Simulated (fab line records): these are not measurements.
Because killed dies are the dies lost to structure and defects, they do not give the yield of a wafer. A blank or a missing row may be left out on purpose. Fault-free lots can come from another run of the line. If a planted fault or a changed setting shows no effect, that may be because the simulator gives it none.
What tool caused it? -- flow berkeley_cmos170 -- at 1 step of a route of 331, 14 lots with 42 wafers sampled

WHAT THE GAUGES READ, wafer by wafer
The record holds no reading of a measuring or inspecting step that can be judged against a usual standard deviation.

WHAT TOOL EACH LOT RAN ON (gives the tool, then ch and the chambers of the sampled wafers, and finally the start)
lot,UCB170_PFIELD_IMPLANT_07
L503,"implanter-04 ch 0, day 5 14:16"
L504,"implanter-04 ch 0, day 5 21:37"
L506,"implanter-01 ch 0, day 6 04:48"
L508,"implanter-03 ch 0, day 6 04:48"
L509,"implanter-01 ch 0, day 6 05:04"
L507,"implanter-03 ch 0, day 6 05:22"
L510,"implanter-03 ch 0, day 6 22:26"
L511,"implanter-01 ch 0, day 6 23:08"
L512,"implanter-04 ch 0, day 7 09:58"
L516,"implanter-03 ch 0, day 7 10:16"
L518,"implanter-01 ch 0, day 7 18:43"
L521,"implanter-01 ch 0, day 8 08:59"
L520,"implanter-01 ch 0, day 8 09:48"
L526,"implanter-03 ch 0, day 9 23:03"
- UCB170_PFIELD_IMPLANT_07

AS READ BY THE TOOLS THEMSELVES (means over the sampled wafers that have a number; for cases with no such wafer, the mark the record gives instead)
UCB170_PFIELD_IMPLANT_07.
lot,tool,dose_ions_cm2
L503,implanter-04,2e+13
L504,implanter-04,2e+13
L506,implanter-01,2e+13
L508,implanter-03,2e+13
L509,implanter-01,2e+13
L507,implanter-03,2e+13
L510,implanter-03,2e+13
L511,implanter-01,2e+13
L512,implanter-04,2e+13
L516,implanter-03,2e+13
L518,implanter-01,2e+13
L521,implanter-01,2e+13
L520,implanter-01,2e+13
L526,implanter-03,2e+13

THE ANSWER, worked out from the rows above alone
Rule: what is usual is taken from the lots themselves. The widest of any qualifying gaps counts: lots, ordered by their means at a reading, are off when they make up no more than a third of the lots, leave a main group of 4 or more, and stand apart from it by 3 or more times the standard deviation of that group's means. The tables above print the reading to a certain number of digits; a main group whose means all agree to those digits is not used. Also off: a lot with no number at a reading for which 4 or more lots have one. All remaining lots with rows at the step are treated as sound. First the gauges in route order, then the tools' own readings, where a lot's mean is used as printed above. At the first step where some lot is off, the reading lying furthest off is the one used; lots without a number count as furthest.
Across all readings shown, no lot is off: no conclusion can be drawn from this.

WHAT THE SIMULATOR HAD PUT IN
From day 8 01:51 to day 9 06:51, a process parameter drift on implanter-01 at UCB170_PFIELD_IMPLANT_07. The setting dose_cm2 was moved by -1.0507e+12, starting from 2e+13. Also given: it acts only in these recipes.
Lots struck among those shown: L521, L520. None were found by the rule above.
